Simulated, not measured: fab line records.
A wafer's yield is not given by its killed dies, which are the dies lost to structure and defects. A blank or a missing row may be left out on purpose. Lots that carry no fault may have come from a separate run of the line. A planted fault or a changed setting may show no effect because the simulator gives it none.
fab line records :: flow berkeley_cmos170
record:
  lots: 14
  wafers: 42
  last_day: 12
route steps=331 shown PWELL@49 SPACER@172
lots untouched by any fault: they come from a run of this same line in which no faults occurred
start_h: hours from the record's first day to the start of the lot's first wafer shown :: wait_h: time in hours since the lot's previous step :: " same as the row above :: L1.1+2: a row that stands for several wafers :: - no value present, or no start provided :: * or withheld: withheld :: < > ~ a bound
route shown NAME@n: a module of which the file shows steps, and the number in the route of the first :: usual: mean/standard deviation taken from wafers without a fault :: same: alike in all rows :: chamber/n: place in a boat :: sites: the reading at each site :: _std_site: how widely they spread, as a standard deviation :: _edge_site: inner sites' mean taken away from outer sites' mean :: radius_mm: how far each site lies from the wafer's centre :: mask NAME#n: copy n :: behind: the last tool/chamber to shape the wafer :: hold: why the lot went on hold/how many hours it stayed there/how the hold came to an end :: device: transistor that didn't switch, given as n, p or np :: end of line: the route-end tests of the same wafers :: for a step that has no rows: nothing shown but its recipe :: killed: count of dies lost to structure and defects at first sort (not the wafer's yield) :: map: shows each die of a wafer: x if killed, . if not, _ if none is there
set.NAME: setting as actually run; set.NAME@STEP: the setting as run at that earlier step :: model.NAME: the simulator's own value behind a step, which no gauge read
a sample of lots followed through the steps of the route, with each step as a table and each wafer as a row
services: when a tool's chamber went out of use (start_h, in hours from the record's first day, below 0 if earlier), for how many hours, and the reason
== steps ==
step: UCB170_PWELL_IMPLANT_15
recipe:
  species: B
  dose_cm2: 5e+12
  energy_kev: 60
  tilt_deg: 7
usual:
  dose_ions_cm2: 5e+12/5.2e+09
  faraday_current_uA: 15.8/0.32
lot.wafer: L763.2
tool: implanter-01
chamber: 0
start_h: 57.61
wait_h: 0.1
dose_ions_cm2: 5.01e+12
faraday_current_uA: 16.0

lot.wafer: L763.3
tool: implanter-01
chamber: 0
start_h: 57.61
wait_h: 0.1
dose_ions_cm2: 4.994e+12
faraday_current_uA: 15.7

lot.wafer: L763.5
tool: implanter-01
chamber: 0
start_h: 57.61
wait_h: 0.1
dose_ions_cm2: 5.007e+12
faraday_current_uA: 15.6

lot.wafer: L762.1
tool: implanter-04
chamber: 0
start_h: 58.66
wait_h: 0.1
dose_ions_cm2: 4.996e+12
faraday_current_uA: 15.2

lot.wafer: L762.2
tool: implanter-04
chamber: 0
start_h: 58.66
wait_h: 0.1
dose_ions_cm2: 5.008e+12
faraday_current_uA: 16.6

lot.wafer: L762.6
tool: implanter-04
chamber: 0
start_h: 58.66
wait_h: 0.1
dose_ions_cm2: 5.001e+12
faraday_current_uA: 16.2

lot.wafer: L766.3
tool: implanter-01
chamber: 0
start_h: 72.02
wait_h: 0.1
dose_ions_cm2: 5.003e+12
faraday_current_uA: 16.5

lot.wafer: L766.4
tool: implanter-01
chamber: 0
start_h: 72.02
wait_h: 0.1
dose_ions_cm2: 5.001e+12
faraday_current_uA: 15.6

lot.wafer: L766.5
tool: implanter-01
chamber: 0
start_h: 72.02
wait_h: 0.1
dose_ions_cm2: 5e+12
faraday_current_uA: 16.1

lot.wafer: L767.1
tool: implanter-04
chamber: 0
start_h: 72.21
wait_h: 0.1
dose_ions_cm2: 5.003e+12
faraday_current_uA: 15.7

lot.wafer: L767.2
tool: implanter-04
chamber: 0
start_h: 72.21
wait_h: 0.1
dose_ions_cm2: 4.996e+12
faraday_current_uA: 15.7

lot.wafer: L767.4
tool: implanter-04
chamber: 0
start_h: 72.21
wait_h: 0.1
dose_ions_cm2: 4.992e+12
faraday_current_uA: 15.8

lot.wafer: L764.2
tool: implanter-03
chamber: 0
start_h: 72.51
wait_h: 0.1
dose_ions_cm2: 5.005e+12
faraday_current_uA: 15.8

lot.wafer: L764.5
tool: implanter-03
chamber: 0
start_h: 72.51
wait_h: 0.1
dose_ions_cm2: 5.01e+12
faraday_current_uA: 16.3

lot.wafer: L764.6
tool: implanter-03
chamber: 0
start_h: 72.51
wait_h: 0.1
dose_ions_cm2: 5.003e+12
faraday_current_uA: 16.4

lot.wafer: L768.2
tool: implanter-04
chamber: 0
start_h: 77.10
wait_h: 0.1
dose_ions_cm2: 5.003e+12
faraday_current_uA: 15.5

lot.wafer: L768.3
tool: implanter-04
chamber: 0
start_h: 77.10
wait_h: 0.1
dose_ions_cm2: 5.003e+12
faraday_current_uA: 15.4

lot.wafer: L768.6
tool: implanter-04
chamber: 0
start_h: 77.10
wait_h: 0.1
dose_ions_cm2: 5e+12
faraday_current_uA: 15.6

lot.wafer: L769.2
tool: implanter-01
chamber: 0
start_h: 86.47
wait_h: 0.1
dose_ions_cm2: 5.009e+12
faraday_current_uA: 15.6

lot.wafer: L769.3
tool: implanter-01
chamber: 0
start_h: 86.47
wait_h: 0.1
dose_ions_cm2: 5e+12
faraday_current_uA: 15.8

lot.wafer: L769.6
tool: implanter-01
chamber: 0
start_h: 86.47
wait_h: 0.1
dose_ions_cm2: 5.001e+12
faraday_current_uA: 15.1

lot.wafer: L771.2
tool: implanter-04
chamber: 0
start_h: 96.27
wait_h: 0.1
dose_ions_cm2: 4.994e+12
faraday_current_uA: 15.8

lot.wafer: L771.3
tool: implanter-04
chamber: 0
start_h: 96.27
wait_h: 0.1
dose_ions_cm2: 4.995e+12
faraday_current_uA: 16.3

lot.wafer: L771.4
tool: implanter-04
chamber: 0
start_h: 96.27
wait_h: 0.1
dose_ions_cm2: 5.001e+12
faraday_current_uA: 16.1

lot.wafer: L772.1
tool: implanter-04
chamber: 0
start_h: 102.24
wait_h: 0.1
dose_ions_cm2: 5.002e+12
faraday_current_uA: 16.0

lot.wafer: L772.2
tool: implanter-04
chamber: 0
start_h: 102.24
wait_h: 0.1
dose_ions_cm2: 5e+12
faraday_current_uA: 15.7

lot.wafer: L772.6
tool: implanter-04
chamber: 0
start_h: 102.24
wait_h: 0.1
dose_ions_cm2: 5.009e+12
faraday_current_uA: 16.1

lot.wafer: L774.2
tool: implanter-04
chamber: 0
start_h: 106.77
wait_h: 0.1
dose_ions_cm2: 5e+12
faraday_current_uA: 15.5

lot.wafer: L774.3
tool: implanter-04
chamber: 0
start_h: 106.77
wait_h: 0.1
dose_ions_cm2: 5e+12
faraday_current_uA: 15.3

lot.wafer: L774.4
tool: implanter-04
chamber: 0
start_h: 106.77
wait_h: 0.1
dose_ions_cm2: 4.999e+12
faraday_current_uA: 15.4

lot.wafer: L778.2
tool: implanter-01
chamber: 0
start_h: 136.16
wait_h: 0.1
dose_ions_cm2: 6.204e+12
faraday_current_uA: 19.7

lot.wafer: L778.4
tool: implanter-01
chamber: 0
start_h: 136.16
wait_h: 0.1
dose_ions_cm2: 6.211e+12
faraday_current_uA: 20.0

lot.wafer: L778.6
tool: implanter-01
chamber: 0
start_h: 136.16
wait_h: 0.1
dose_ions_cm2: 6.198e+12
faraday_current_uA: 19.6

lot.wafer: L780.2
tool: implanter-01
chamber: 0
start_h: 157.85
wait_h: 0.1
dose_ions_cm2: 6.201e+12
faraday_current_uA: 19.5

lot.wafer: L780.4
tool: implanter-01
chamber: 0
start_h: 157.85
wait_h: 0.1
dose_ions_cm2: 6.199e+12
faraday_current_uA: 19.5

lot.wafer: L780.5
tool: implanter-01
chamber: 0
start_h: 157.85
wait_h: 0.1
dose_ions_cm2: 6.198e+12
faraday_current_uA: 19.7

lot.wafer: L782.4
tool: implanter-03
chamber: 0
start_h: 163.16
wait_h: 0.1
dose_ions_cm2: 5e+12
faraday_current_uA: 15.7

lot.wafer: L782.5
tool: implanter-03
chamber: 0
start_h: 163.16
wait_h: 0.1
dose_ions_cm2: 5.002e+12
faraday_current_uA: 15.5

lot.wafer: L782.6
tool: implanter-03
chamber: 0
start_h: 163.16
wait_h: 0.1
dose_ions_cm2: 4.997e+12
faraday_current_uA: 15.6

lot.wafer: L783.2
tool: implanter-04
chamber: 0
start_h: 163.39
wait_h: 0.1
dose_ions_cm2: 5.012e+12
faraday_current_uA: 16.0

lot.wafer: L783.4
tool: implanter-04
chamber: 0
start_h: 163.39
wait_h: 0.1
dose_ions_cm2: 4.999e+12
faraday_current_uA: 15.5

lot.wafer: L783.5
tool: implanter-04
chamber: 0
start_h: 163.39
wait_h: 0.1
dose_ions_cm2: 4.999e+12
faraday_current_uA: 16.0
step: UCB170_PWELL_TW_MEAS_17
usual:
  PWELL_TW: 380.8/2.5
lot.wafer: L763.2
tool: film_metro-02
chamber: -
start_h: 57.85
wait_h: 0.1
PWELL_TW: 380.8

lot.wafer: L763.3
tool: film_metro-02
chamber: -
start_h: 57.85
wait_h: 0.1
PWELL_TW: 381.7

lot.wafer: L763.5
tool: film_metro-02
chamber: -
start_h: 57.85
wait_h: 0.1
PWELL_TW: 381.4

lot.wafer: L762.1
tool: film_metro-02
chamber: -
start_h: 58.91
wait_h: 0.1
PWELL_TW: 382.0

lot.wafer: L762.2
tool: film_metro-02
chamber: -
start_h: 58.91
wait_h: 0.1
PWELL_TW: 378.8

lot.wafer: L762.6
tool: film_metro-02
chamber: -
start_h: 58.91
wait_h: 0.1
PWELL_TW: 381.0

lot.wafer: L766.3
tool: film_metro-03
chamber: -
start_h: 72.24
wait_h: 0.1
PWELL_TW: 384.2

lot.wafer: L766.4
tool: film_metro-03
chamber: -
start_h: 72.24
wait_h: 0.1
PWELL_TW: 383.9

lot.wafer: L766.5
tool: film_metro-03
chamber: -
start_h: 72.24
wait_h: 0.1
PWELL_TW: 384.0

lot.wafer: L767.1
tool: film_metro-04
chamber: -
start_h: 72.46
wait_h: 0.1
PWELL_TW: 378.1

lot.wafer: L767.2
tool: film_metro-04
chamber: -
start_h: 72.46
wait_h: 0.1
PWELL_TW: 377.2

lot.wafer: L767.4
tool: film_metro-04
chamber: -
start_h: 72.46
wait_h: 0.1
PWELL_TW: 379.0

lot.wafer: L764.2
tool: film_metro-02
chamber: -
start_h: 72.75
wait_h: 0.1
PWELL_TW: 381.0

lot.wafer: L764.5
tool: film_metro-02
chamber: -
start_h: 72.75
wait_h: 0.1
PWELL_TW: 380.3

lot.wafer: L764.6
tool: film_metro-02
chamber: -
start_h: 72.75
wait_h: 0.1
PWELL_TW: 381.1

lot.wafer: L768.2
tool: film_metro-04
chamber: -
start_h: 77.33
wait_h: 0.1
PWELL_TW: 377.1

lot.wafer: L768.3
tool: film_metro-04
chamber: -
start_h: 77.33
wait_h: 0.1
PWELL_TW: 379.7

lot.wafer: L768.6
tool: film_metro-04
chamber: -
start_h: 77.33
wait_h: 0.1
PWELL_TW: 377.3

lot.wafer: L769.2
tool: film_metro-04
chamber: -
start_h: 86.70
wait_h: 0.1
PWELL_TW: 378.4

lot.wafer: L769.3
tool: film_metro-04
chamber: -
start_h: 86.70
wait_h: 0.1
PWELL_TW: 378.1

lot.wafer: L769.6
tool: film_metro-04
chamber: -
start_h: 86.70
wait_h: 0.1
PWELL_TW: 379.1

lot.wafer: L771.2
tool: film_metro-02
chamber: -
start_h: 96.50
wait_h: 0.1
PWELL_TW: 383.3

lot.wafer: L771.3
tool: film_metro-02
chamber: -
start_h: 96.50
wait_h: 0.1
PWELL_TW: 382.3

lot.wafer: L771.4
tool: film_metro-02
chamber: -
start_h: 96.50
wait_h: 0.1
PWELL_TW: 382.9

lot.wafer: L772.1
tool: film_metro-03
chamber: -
start_h: 102.49
wait_h: 0.1
PWELL_TW: 383.4

lot.wafer: L772.2
tool: film_metro-03
chamber: -
start_h: 102.49
wait_h: 0.1
PWELL_TW: 382.3

lot.wafer: L772.6
tool: film_metro-03
chamber: -
start_h: 102.49
wait_h: 0.1
PWELL_TW: 381.5

lot.wafer: L774.2
tool: film_metro-02
chamber: -
start_h: 107.00
wait_h: 0.1
PWELL_TW: 382.5

lot.wafer: L774.3
tool: film_metro-02
chamber: -
start_h: 107.00
wait_h: 0.1
PWELL_TW: 382.9

lot.wafer: L774.4
tool: film_metro-02
chamber: -
start_h: 107.00
wait_h: 0.1
PWELL_TW: 381.9

lot.wafer: L778.2
tool: film_metro-02
chamber: -
start_h: 136.40
wait_h: 0.1
PWELL_TW: 404.5

lot.wafer: L778.4
tool: film_metro-02
chamber: -
start_h: 136.40
wait_h: 0.1
PWELL_TW: 406.5

lot.wafer: L778.6
tool: film_metro-02
chamber: -
start_h: 136.40
wait_h: 0.1
PWELL_TW: 404.9

lot.wafer: L780.2
tool: film_metro-04
chamber: -
start_h: 158.08
wait_h: 0.1
PWELL_TW: 403.9

lot.wafer: L780.4
tool: film_metro-04
chamber: -
start_h: 158.08
wait_h: 0.1
PWELL_TW: 405.7

lot.wafer: L780.5
tool: film_metro-04
chamber: -
start_h: 158.08
wait_h: 0.1
PWELL_TW: 403.8

lot.wafer: L782.4
tool: film_metro-04
chamber: -
start_h: 163.37
wait_h: 0.1
PWELL_TW: 379.2

lot.wafer: L782.5
tool: film_metro-04
chamber: -
start_h: 163.37
wait_h: 0.1
PWELL_TW: 377.0

lot.wafer: L782.6
tool: film_metro-04
chamber: -
start_h: 163.37
wait_h: 0.1
PWELL_TW: 376.7

lot.wafer: L783.2
tool: film_metro-03
chamber: -
start_h: 163.62
wait_h: 0.1
PWELL_TW: 383.1

lot.wafer: L783.4
tool: film_metro-03
chamber: -
start_h: 163.62
wait_h: 0.1
PWELL_TW: 384.8

lot.wafer: L783.5
tool: film_metro-03
chamber: -
start_h: 163.62
wait_h: 0.1
PWELL_TW: 382.2
step: UCB170_SPACER_THK_MEAS_01
recipe:
  reads: SiO2_of_SPACER_CVD_00
usual:
  SPACER_TEOS_THK: 377/4.8
lot.wafer: L763.2
tool: film_metro-01
chamber: -
start_h: 133.97
wait_h: 0.0
SPACER_TEOS_THK[nm]: 371

lot.wafer: L763.3
tool: film_metro-01
chamber: -
start_h: 133.97
wait_h: 0.0
SPACER_TEOS_THK[nm]: 370

lot.wafer: L763.5
tool: film_metro-01
chamber: -
start_h: 133.97
wait_h: 0.0
SPACER_TEOS_THK[nm]: 382

lot.wafer: L762.1
tool: film_metro-01
chamber: -
start_h: 134.34
wait_h: 0.0
SPACER_TEOS_THK[nm]: 367

lot.wafer: L762.2
tool: film_metro-01
chamber: -
start_h: 134.34
wait_h: 0.0
SPACER_TEOS_THK[nm]: 368

lot.wafer: L762.6
tool: film_metro-01
chamber: -
start_h: 134.34
wait_h: 0.0
SPACER_TEOS_THK[nm]: 373

lot.wafer: L766.3
tool: film_metro-02
chamber: -
start_h: 144.84
wait_h: 0.0
SPACER_TEOS_THK[nm]: 374

lot.wafer: L766.4
tool: film_metro-02
chamber: -
start_h: 144.84
wait_h: 0.0
SPACER_TEOS_THK[nm]: 376

lot.wafer: L766.5
tool: film_metro-02
chamber: -
start_h: 144.84
wait_h: 0.0
SPACER_TEOS_THK[nm]: 382

lot.wafer: L764.2
tool: film_metro-02
chamber: -
start_h: 158.00
wait_h: 0.0
SPACER_TEOS_THK[nm]: 376

lot.wafer: L764.5
tool: film_metro-02
chamber: -
start_h: 158.00
wait_h: 0.0
SPACER_TEOS_THK[nm]: 385

lot.wafer: L764.6
tool: film_metro-02
chamber: -
start_h: 158.00
wait_h: 0.0
SPACER_TEOS_THK[nm]: 379

lot.wafer: L767.1
tool: film_metro-03
chamber: -
start_h: 158.36
wait_h: 0.0
SPACER_TEOS_THK[nm]: 374

lot.wafer: L767.2
tool: film_metro-03
chamber: -
start_h: 158.36
wait_h: 0.0
SPACER_TEOS_THK[nm]: 381

lot.wafer: L767.4
tool: film_metro-03
chamber: -
start_h: 158.36
wait_h: 0.0
SPACER_TEOS_THK[nm]: 385

lot.wafer: L768.2
tool: film_metro-01
chamber: -
start_h: 158.37
wait_h: 0.0
SPACER_TEOS_THK[nm]: 376

lot.wafer: L768.3
tool: film_metro-01
chamber: -
start_h: 158.37
wait_h: 0.0
SPACER_TEOS_THK[nm]: 376

lot.wafer: L768.6
tool: film_metro-01
chamber: -
start_h: 158.37
wait_h: 0.0
SPACER_TEOS_THK[nm]: 380

lot.wafer: L769.2
tool: film_metro-02
chamber: -
start_h: 172.07
wait_h: 0.0
SPACER_TEOS_THK[nm]: 372

lot.wafer: L769.3
tool: film_metro-02
chamber: -
start_h: 172.07
wait_h: 0.0
SPACER_TEOS_THK[nm]: 371

lot.wafer: L769.6
tool: film_metro-02
chamber: -
start_h: 172.07
wait_h: 0.0
SPACER_TEOS_THK[nm]: 375

lot.wafer: L771.2
tool: film_metro-03
chamber: -
start_h: 181.00
wait_h: 0.0
SPACER_TEOS_THK[nm]: 378

lot.wafer: L771.3
tool: film_metro-03
chamber: -
start_h: 181.00
wait_h: 0.0
SPACER_TEOS_THK[nm]: 379

lot.wafer: L771.4
tool: film_metro-03
chamber: -
start_h: 181.00
wait_h: 0.0
SPACER_TEOS_THK[nm]: 384

lot.wafer: L772.1
tool: film_metro-03
chamber: -
start_h: 189.20
wait_h: 0.0
SPACER_TEOS_THK[nm]: 380

lot.wafer: L772.2
tool: film_metro-03
chamber: -
start_h: 189.20
wait_h: 0.0
SPACER_TEOS_THK[nm]: 376

lot.wafer: L772.6
tool: film_metro-03
chamber: -
start_h: 189.20
wait_h: 0.0
SPACER_TEOS_THK[nm]: 381

lot.wafer: L774.2
tool: film_metro-01
chamber: -
start_h: 203.61
wait_h: 0.0
SPACER_TEOS_THK[nm]: 377

lot.wafer: L774.3
tool: film_metro-01
chamber: -
start_h: 203.61
wait_h: 0.0
SPACER_TEOS_THK[nm]: 372

lot.wafer: L774.4
tool: film_metro-01
chamber: -
start_h: 203.61
wait_h: 0.0
SPACER_TEOS_THK[nm]: 382

lot.wafer: L778.2
tool: film_metro-03
chamber: -
start_h: 224.66
wait_h: 0.0
SPACER_TEOS_THK[nm]: 377

lot.wafer: L778.4
tool: film_metro-03
chamber: -
start_h: 224.66
wait_h: 0.0
SPACER_TEOS_THK[nm]: 383

lot.wafer: L778.6
tool: film_metro-03
chamber: -
start_h: 224.66
wait_h: 0.0
SPACER_TEOS_THK[nm]: 379

lot.wafer: L782.4
tool: film_metro-03
chamber: -
start_h: 245.15
wait_h: 0.0
SPACER_TEOS_THK[nm]: 372

lot.wafer: L782.5
tool: film_metro-03
chamber: -
start_h: 245.15
wait_h: 0.0
SPACER_TEOS_THK[nm]: 373

lot.wafer: L782.6
tool: film_metro-03
chamber: -
start_h: 245.15
wait_h: 0.0
SPACER_TEOS_THK[nm]: 377

lot.wafer: L783.2
tool: film_metro-03
chamber: -
start_h: 245.43
wait_h: 0.0
SPACER_TEOS_THK[nm]: 377

lot.wafer: L783.4
tool: film_metro-03
chamber: -
start_h: 245.43
wait_h: 0.0
SPACER_TEOS_THK[nm]: 384

lot.wafer: L783.5
tool: film_metro-03
chamber: -
start_h: 245.43
wait_h: 0.0
SPACER_TEOS_THK[nm]: 381

lot.wafer: L780.2
tool: film_metro-02
chamber: -
start_h: 245.71
wait_h: 0.0
SPACER_TEOS_THK[nm]: 369

lot.wafer: L780.4
tool: film_metro-02
chamber: -
start_h: 245.71
wait_h: 0.0
SPACER_TEOS_THK[nm]: 379

lot.wafer: L780.5
tool: film_metro-02
chamber: -
start_h: 245.71
wait_h: 0.0
SPACER_TEOS_THK[nm]: 374
== services ==
tool: implanter-01
chamber: -
start_h: 64.83
hours: 2.4
kind: pm

tool: implanter-04
chamber: -
start_h: 110.89
hours: 2.0
kind: repair

tool: implanter-01
chamber: -
start_h: 153.64
hours: 1.9
kind: repair

tool: implanter-03
chamber: -
start_h: 159.84
hours: 3.0
kind: pm

tool: implanter-01
chamber: -
start_h: 161.00
hours: 7.0
kind: repair
== key ==
first_sign:
  step: UCB170_PWELL_IMPLANT_15
  reading: dose_ions_cm2
  direction: up
  sigmas: 99+
  usual: 5e+12
  struck: 6.202e+12
effect:
  step: UCB170_PWELL_IMPLANT_15
  reading: faraday_current_uA
  direction: up
  sigmas: 12
  usual: 15.8
  struck: 19.7
effect:
  step: UCB170_PWELL_TW_MEAS_17
  reading: PWELL_TW
  direction: up
  sigmas: 9.7
  usual: 380.8
  struck: 404.9
met_at UCB170_PWELL_IMPLANT_15
struck_lots L778,L780
tester_left_out L778,L780
not_acting_at UCB170_SPACER_THK_MEAS_01
onset_between 86.47 136.16
fault:
  kind: process_parameter_drift
  tool: implanter-01
  chamber: -
  onset_h: 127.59
  steps: UCB170_PWELL_IMPLANT_15
  channel: dose_cm2
  offset: 1.2e+12
  shape: step
  end_h: 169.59
  acts_in: these_recipes_only
  stated: 5e+12
tester_left_out: of these lots the tester's yield and bins aren't shown, on N5 and GAA mostly nor the transistor test; their killed dies are dies lost to structure and defects alone, not to doping, threshold or leakage, so they don't give the yield
